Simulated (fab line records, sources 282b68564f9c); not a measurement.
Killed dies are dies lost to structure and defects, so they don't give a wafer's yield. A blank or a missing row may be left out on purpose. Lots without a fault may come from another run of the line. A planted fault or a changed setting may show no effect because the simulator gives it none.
fab line records | flow rit_cmos
record lots=6 wafers=18 last_day=7
route steps=202 shown CONTACT@168 M1@202
lots that met no fault: from a run of the same line without faults
start_h: hours from the record's first day to the start of the lot's first wafer shown | wait_h: hours since the lot's step before | " the same as in the row above | L1.1+2: a row that stands for several wafers | - no value, or no start given | * or withheld: withheld | < > ~ a bound
route shown NAME@n: a module of which the file shows steps, and the number in the route of the first | usual: mean/standard deviation of fault-free wafers | same: alike in all rows | chamber/n: place in a boat | sites: the reading at each site | _std_site: their standard deviation | _edge_site: outer sites' mean less inner sites' | radius_mm: how far each site lies from the wafer's centre | mask NAME#n: copy n | behind: the tool/chamber that last shaped the wafer | hold: why the lot was held/for how many hours/how that ended | device: the transistor (n, p or np) that didn't switch | end of line: the same wafers' tests at the end of the route | a step without rows: its recipe alone | killed: dies lost to structure and defects at the first sort, not the wafer's yield | map: a wafer's dies, x killed, . not, _ none there
set.NAME: the setting as run; set.NAME@STEP: as run at that earlier step | model.NAME: the simulator's own value behind a step, which no gauge read
lots at some steps of the route; a table a step, a row a wafer
services: from which hour (start_h, from the record's first day; less than 0 if before it) a tool's chamber was out of use, for how many hours, and why
## steps
# step RIT_CONTACT_CVD_00
# recipe material=SiO2 target_thk_nm=400 precursor=TEOS temp_c=390 time_s=61 rf_w=400
# usual heater_power_w=324/50
# columns lot.wafer tool chamber start_h wait_h heater_power_w
L342.3 pecvd-01 2 108.72 0.0 361
L342.4 " 1 " " 206
L342.5 " 0 " " 411
L343.2 pecvd-02 1 116.24 0.0 334
L343.3 " 2 " " 292
L343.6 " 2 " " 305
L344.2 pecvd-03 1 121.15 0.0 309
L344.3 " 0 " " 328
L344.5 " 0 " " 347
L348.1 pecvd-01 2 140.11 0.1 321
L348.3 " 0 " " 406
L348.5 " 0 " " 316
L350.2 pecvd-02 1 143.96 0.0 358
L350.4 " 2 " " 302
L350.6 " 0 " " 365
L349.1 pecvd-03 1 150.80 0.1 326
L349.2 " 2 " " 336
L349.5 " 1 " " 340
# step RIT_CONTACT_THK_MEAS_01
# recipe reads=SiO2_of_CONTACT_CVD_00
# usual CONTACT_TEOS_THK=401/5.3
# columns lot.wafer tool chamber start_h wait_h CONTACT_TEOS_THK[nm]
L342.3 film_metro-04 - 108.79 0.0 400
L342.4 " - " " 403
L342.5 " - " " 406
L343.2 film_metro-03 - 116.30 0.0 404
L343.3 " - " " 396
L343.6 " - " " 405
L344.2 film_metro-04 - 121.21 0.0 396
L344.3 " - " " 399
L344.5 " - " " 406
L348.1 film_metro-04 - 140.16 0.0 395
L348.3 " - " " 391
L348.5 " - " " 397
L350.2 film_metro-04 - 144.02 0.0 396
L350.4 " - " " 398
L350.6 " - " " 406
L349.1 film_metro-04 - 150.86 0.0 406
L349.2 " - " " 401
L349.5 " - " " 407
# step RIT_CONTACT_HMDS_02
# recipe prime_time_s=60 prime_temp_c=140
# step RIT_CONTACT_COAT_03
# recipe resist=NOVOLAK spin_rpm=3250 resist_thk_nm=1000
# step RIT_CONTACT_SOFTBAKE_04
# recipe resist=NOVOLAK temp_c=90 time_s=60
# step RIT_CONTACT_EXPOSE_05
# recipe mask_id=M11 na=0.6 source_shape=conventional sigma_outer=0.5 target_cd_nm=1000 dose_mj=250
# step RIT_CONTACT_PEB_06
# recipe resist=NOVOLAK temp_c=withheld time_s=withheld
# step RIT_CONTACT_DEVELOP_07
# recipe resist=NOVOLAK develop_time_s=120 dev_temp_c=23
# step RIT_CONTACT_CD_MEAS_08
# recipe target_cd_nm=1000
# usual cd_nm=1000.3/1.9
# columns lot.wafer tool chamber start_h wait_h cd_nm
L342.3 cd_sem-01 - 109.83 - 1000.9
L342.4 " - " " 1004.0
L342.5 " - " " 1001.3
L343.2 cd_sem-02 - 117.46 - 997.4
L343.3 " - " " 997.5
L343.6 " - " " 995.2
L344.2 cd_sem-02 - 122.37 - 1000.7
L344.3 " - " " 998.9
L344.5 " - " " 1000.7
L348.1 cd_sem-01 - 141.19 - 1001.7
L348.3 " - " " 1002.9
L348.5 " - " " 1003.0
L350.2 cd_sem-01 - 145.13 - 999.3
L350.4 " - " " 999.9
L350.6 " - " " 998.6
L349.1 cd_sem-02 - 152.01 - 1003.1
L349.2 " - " " 1002.6
L349.5 " - " " 1001.9
# step RIT_CONTACT_OVL_MEAS_09
# usual CONTACT_OVL=0.1/1.6
# columns lot.wafer tool chamber start_h wait_h CONTACT_OVL[nm]
L342.3 overlay-01 - 109.93 0.1 -1.3
L342.4 " - " " -0.9
L342.5 " - " " -1.3
L343.2 overlay-01 - 117.56 0.1 3.6
L343.3 " - " " 2.7
L343.6 " - " " 2.4
L344.2 overlay-01 - 122.48 0.1 0.1
L344.3 " - " " -0.5
L344.5 " - " " -1.1
L348.1 overlay-01 - 141.31 0.1 0.2
L348.3 " - " " 0.4
L348.5 " - " " 0.7
L350.2 overlay-02 - 145.23 0.1 1.2
L350.4 " - " " 1.6
L350.6 " - " " 2.5
L349.1 overlay-01 - 152.13 0.1 -1.5
L349.2 " - " " -2.9
L349.5 " - " " -1.8
# step RIT_CONTACT_HARDBAKE_10
# recipe resist=NOVOLAK temp_c=140 time_s=60
# step RIT_CONTACT_ETCH_11
# recipe target_depth_a=4800 over_etch_frac=0.2 stop_on=TiSi2 chemistry=CHF3/CF4/Ar target=SiO2 CHF3_flow_sccm=50 cf4_flow_sccm=10 Ar_flow_sccm=100 O2_flow_sccm=5 pressure_mtorr=100 rf_w=200 time_s=320
# usual drypump_motor_current_A=5.7/0.5 oes_product_au=0.989/0.018 throttle_valve_pct=8.92/0.16
# columns lot.wafer tool chamber start_h wait_h drypump_motor_current_A oes_product_au rf_hours_counter_h throttle_valve_pct
L342.3 rie_diel-01 1 110.10 0.1 5.6 0.981 0 9.07
L342.4 " 0 " " 5.2 0.971 120 8.91
L342.5 " 3 " " 5.8 0.988 - 8.54
L343.2 rie_diel-04 0 117.74 0.1 5.5 0.983 68 8.77
L343.3 " 1 " " 4.9 1.003 4 8.79
L343.6 " 3 " " 6.6 0.998 - 8.73
L344.2 rie_diel-04 1 122.66 0.1 4.9 1.001 4 8.80
L344.3 " 3 " " 6.6 1.004 74 8.72
L344.5 " 3 " " 6.6 1.003 - 8.73
L348.1 rie_diel-04 0 141.72 0.1 5.5 0.991 69 8.79
L348.3 " 0 " " 5.5 0.989 - 8.79
L348.5 " 0 " " 5.5 0.982 - 8.77
L350.2 rie_diel-01 3 145.41 0.1 5.9 0.984 52 8.55
L350.4 " 2 " " 6.0 0.982 48 9.08
L350.6 " 1 " " 5.6 0.998 - 9.06
L349.1 rie_diel-04 0 152.31 0.1 5.5 0.983 69 8.80
L349.2 " 3 " " 6.6 1.003 75 8.73
L349.5 " 2 " " 5.6 0.956 - 8.94
# step RIT_CONTACT_STRIP_12
# recipe chemistry=O2 time_s=180 resist=NOVOLAK platen_temp_c=withheld power_w=500 pressure_mtorr=4000 o2_flow_sccm=4000
# usual chamber_pressure_mTorr=4000/4 drypump_motor_current_A=5.9/0.46 o2_flow_sccm=4000/12
# columns lot.wafer tool chamber start_h wait_h chamber_pressure_mTorr drypump_motor_current_A o2_flow_sccm rf_hours_counter_h model.NOVOLAK_of_CONTACT_COAT_03.thk_nm
L342.3 plasma_asher-04 1 110.35 0.2 4001 6.7 3987 - 0
L342.4 " 0 " " 4001 6.3 4004 - 0
L342.5 " 0 " " 4003 6.3 4004 - 0
L343.2 plasma_asher-02 1 117.94 0.1 - - - - 769.5
L343.3 " 1 " " - - - - 771.5
L343.6 " 0 " " - - - - 769.2
L344.2 plasma_asher-02 1 122.85 0.1 - - - - 769.6
L344.3 " 0 " " - - - - 767.1
L344.5 " 1 " " - - - - 768.4
L348.1 plasma_asher-01 0 142.01 0.2 4011 5.6 4008 32 0
L348.3 " 1 " " 3999 5.7 3982 - 0
L348.5 " 1 " " 3997 5.6 4007 - 0
L350.2 plasma_asher-02 1 145.61 0.1 3998 5.2 4001 3 0
L350.4 " 1 " " 4006 5.3 4000 - 0
L350.6 " 1 " " 3996 5.3 3994 - 0
L349.1 plasma_asher-04 1 152.51 0.1 3999 6.7 3987 52 0
L349.2 " 0 " " 3995 6.3 3986 52 0
L349.5 " 1 " " 3999 6.6 3991 - 0
# step RIT_CONTACT_CD_MEAS_90
# recipe target_cd_nm=1000
# usual cd_nm=1000.2/1.9
# columns lot.wafer tool chamber start_h wait_h cd_nm
L342.3 cd_sem-01 - 110.51 0.1 1000.8
L342.4 " - " " 1004.2
L342.5 " - " " 1001.6
L343.2 cd_sem-01 - 118.13 0.1 997.0
L343.3 " - " " 997.1
L343.6 " - " " 994.5
L344.2 cd_sem-02 - 123.05 0.1 1000.6
L344.3 " - " " 998.6
L344.5 " - " " 1000.7
L348.1 cd_sem-01 - 142.19 0.1 1001.9
L348.3 " - " " 1002.6
L348.5 " - " " 1002.4
L350.2 cd_sem-02 - 145.80 0.1 999.6
L350.4 " - " " 1000.1
L350.6 " - " " 998.3
L349.1 cd_sem-02 - 152.68 0.1 1002.6
L349.2 " - " " 1002.0
L349.5 " - " " 1002.4
# step RIT_M1_PROBE_99
# usual killed_at_M0_to_M3=0.0/0.083 killed_at_contacts=0.1/0.23 killed_at_front_end=7/3.1 killed_dies=7/3.1 killed_on_rim=1.8/1.4 killed_open=3.3/2 killed_short=3.6/1.9
# same gross_dies=264 killed_at_M4_up=0 killed_at_back_side=0 killed_at_other=0
# columns lot.wafer tool chamber start_h wait_h killed_at_M0_to_M3 killed_at_contacts killed_at_front_end killed_dies killed_on_rim killed_open killed_short
L342.3 prober-02 - 115.08 0.2 0 0 7 7 2 3 4
L342.4 prober-02 - 115.13 0.2 0 0 10 10 3 5 5
L342.5 prober-02 - 115.18 0.2 0 0 7 7 1 4 3
L343.2 prober-01 - 122.77 0.1 264 0 0 264 70 0 0
L343.3 prober-01 - 122.82 0.2 253 0 11 264 70 8 3
L343.6 prober-01 - 122.97 0.2 260 0 4 264 70 4 0
L344.2 prober-02 - 127.69 0.1 255 0 9 264 70 6 3
L344.3 prober-02 - 127.74 0.2 257 0 7 264 70 3 4
L344.5 prober-02 - 127.84 0.2 258 0 6 264 70 4 2
L348.1 prober-02 - 146.73 0.1 0 0 5 5 0 3 2
L348.3 prober-02 - 146.83 0.2 0 0 4 4 0 2 2
L348.5 prober-02 - 146.93 0.2 0 0 5 5 1 4 1
L350.2 prober-01 - 150.45 0.1 0 0 7 7 0 4 3
L350.4 prober-01 - 150.55 0.2 0 1 5 6 2 5 1
L350.6 prober-01 - 150.65 0.2 0 0 7 7 2 4 3
L349.1 prober-02 - 157.24 0.1 0 0 6 6 2 1 5
L349.2 prober-02 - 157.29 0.1 0 0 7 7 3 2 5
L349.5 prober-02 - 157.44 0.2 0 0 5 5 1 3 2
# killed by level:class
L342.3 GATE:geometric_particle:short=3 GATE:geometric_particle:open=2 REOX:geometric_particle:short=1 REOX:geometric_particle:open=1
L342.4 GATE:geometric_particle:open=4 GATE:geometric_particle:short=3 FOX1:geometric_particle:short=1 REOX:geometric_particle:short=1 SILICIDE:geometric_particle:open=1
L342.5 REOX:geometric_particle:short=2 SPACER:geometric_particle:open=2 FOX2:geometric_particle:open=1 GATE:geometric_particle:short=1 GATE:geometric_particle:open=1
L343.2 M1:area_sputter=264
L343.3 M1:area_sputter=253 REOX:geometric_particle:open=3 GATE:geometric_particle:open=2 SILICIDE:geometric_particle:open=2 SILICIDE:geometric_particle:short=2 FOX1:geometric_particle:open=1 GATE:geometric_particle:short=1
L343.6 M1:area_sputter=260 SILICIDE:geometric_particle:open=2 FOX1:geometric_particle:open=1 REOX:geometric_particle:open=1
L344.2 M1:area_sputter=255 FOX1:geometric_particle:open=3 ACTIVE:geometric_particle:open=1 ACTIVE:geometric_particle:short=1 GATE:geometric_particle:open=1 GATE:geometric_particle:short=1 SILICIDE:geometric_particle:short=1 SILICIDE:geometric_particle:open=1
L344.3 M1:area_sputter=257 GATE:geometric_particle:short=2 FOX2:geometric_particle:open=1 FOX2:geometric_particle:short=1 GATE:geometric_particle:open=1 REOX:geometric_particle:open=1 SILICIDE:geometric_particle:short=1
L344.5 M1:area_sputter=258 GATE:geometric_particle:open=3 GATE:geometric_particle:short=1 REOX:geometric_particle:open=1 SILICIDE:geometric_particle:short=1
L348.1 GATE:geometric_particle:open=2 FOX2:geometric_particle:short=1 REOX:geometric_particle:short=1 SILICIDE:geometric_particle:open=1
L348.3 FOX1:geometric_particle:open=1 FOX2:geometric_particle:short=1 GATE:geometric_particle:open=1 SPACER:geometric_particle:short=1
L348.5 REOX:geometric_particle:open=2 GATE:geometric_particle:open=1 GATE:geometric_particle:short=1 SILICIDE:geometric_particle:open=1
L350.2 GATE:geometric_particle:short=2 GATE:geometric_particle:open=2 SPACER:geometric_particle:open=1 SPACER:geometric_particle:short=1 SILICIDE:geometric_particle:open=1
L350.4 GATE:geometric_particle:open=4 SPACER:geometric_particle:open=1 CONTACT:geometric_particle:short=1
L350.6 GATE:geometric_particle:open=3 SPACER:geometric_particle:short=2 GATE:geometric_particle:short=1 SPACER:geometric_particle:open=1
L349.1 GATE:geometric_particle:short=3 FOX1:geometric_particle:short=2 GATE:geometric_particle:open=1
L349.2 GATE:geometric_particle:short=2 FOX1:geometric_particle:open=1 FOX2:geometric_particle:short=1 GATE:geometric_particle:open=1 REOX:geometric_particle:short=1 SPACER:geometric_particle:short=1
L349.5 FOX1:geometric_particle:short=2 REOX:geometric_particle:open=2 FOX2:geometric_particle:open=1
# map L343.2 (x killed, . not)
________xxxxxxx_______
_____xxxxxxxxxxxxx____
____xxxxxxxxxxxxxxx___
___xxxxxxxxxxxxxxxxx__
__xxxxxxxxxxxxxxxxxxx_
__xxxxxxxxxxxxxxxxxxx_
_xxxxxxxxxxxxxxxxxxxxx
_xxxxxxxxxxxxxxxxxxxxx
_xxxxxxxxxxxxxxxxxxxxx
_xxxxxxxxxxxxxxxxxxxxx
__xxxxxxxxxxxxxxxxxxx_
__xxxxxxxxxxxxxxxxxxx_
___xxxxxxxxxxxxxxxxx__
____xxxxxxxxxxxxxxx___
_____xxxxxxxxxxxxx____
________xxxxxxx_______
# map L344.2 (x killed, . not)
________xxxxxxx_______
_____xxxxxxxxxxxxx____
____xxxxxxxxxxxxxxx___
___xxxxxxxxxxxxxxxxx__
__xxxxxxxxxxxxxxxxxxx_
__xxxxxxxxxxxxxxxxxxx_
_xxxxxxxxxxxxxxxxxxxxx
_xxxxxxxxxxxxxxxxxxxxx
_xxxxxxxxxxxxxxxxxxxxx
_xxxxxxxxxxxxxxxxxxxxx
__xxxxxxxxxxxxxxxxxxx_
__xxxxxxxxxxxxxxxxxxx_
___xxxxxxxxxxxxxxxxx__
____xxxxxxxxxxxxxxx___
_____xxxxxxxxxxxxx____
________xxxxxxx_______
## services
# columns tool chamber start_h hours kind
rie_diel-04 0 86.34 29.9 repair
rie_diel-01 1 90.89 4.3 repair
pecvd-03 - 95.32 1.0 repair
rie_diel-01 1 95.66 - clean
rie_diel-01 1 95.66 14.0 scheduled_down
rie_diel-01 1 95.66 14.0 vent_cycle
plasma_asher-04 - 100.14 10.0 pm
plasma_asher-01 - 102.78 0.8 repair
rie_diel-04 - 105.57 2.8 pm
plasma_asher-02 - 108.75 9.0 pm
plasma_asher-02 0 108.75 9.0 vent_cycle
plasma_asher-02 1 108.75 9.0 vent_cycle
pecvd-01 - 111.20 2.8 pm
rie_diel-04 2 116.25 - clean
rie_diel-04 2 116.25 25.6 scheduled_down
rie_diel-04 2 116.25 25.6 vent_cycle
plasma_asher-02 0 117.75 - clean
plasma_asher-02 1 117.75 - clean
rie_diel-04 1 130.67 16.5 repair
plasma_asher-04 - 145.66 1.5 repair
rie_diel-04 - 146.99 1.3 repair
pecvd-01 - 147.62 8.8 repair
## key
first_sign step=RIT_CONTACT_STRIP_12 reading=tool_record direction=missing
effect step=RIT_M1_PROBE_99 reading=killed_at_M0_to_M3 direction=up sigmas=99+ usual=0.0 struck=257.8
model_effect step=RIT_CONTACT_STRIP_12 value=NOVOLAK_of_CONTACT_COAT_03.thk_nm without=0 struck=769.2
more_kills_born_at RIT_M1_SPUTTER_00@pvd_sputter-04=1547
met_at RIT_CONTACT_STRIP_12
struck_wafers L343.2,L343.3,L343.6,L344.2,L344.3,L344.5
later_rows_left_out L343.2,L343.3,L343.6,L344.2,L344.3,L344.5
tester_left_out L343,L344
fault kind=skipped_step_whole tool=plasma_asher-02 chamber=- onset_h=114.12 steps=RIT_CONTACT_STRIP_12 scope=struck_lots_only
# tester_left_out: of these lots the tester's yield and bins aren't shown, on N5 and GAA mostly nor the transistor test; their killed dies are dies lost to structure and defects alone, not to doping, threshold or leakage, so they don't give the yield
# later_rows_left_out: the simulator's readings of these wafers behind a module that went badly wrong aren't trusted and aren't shown, but for the sort
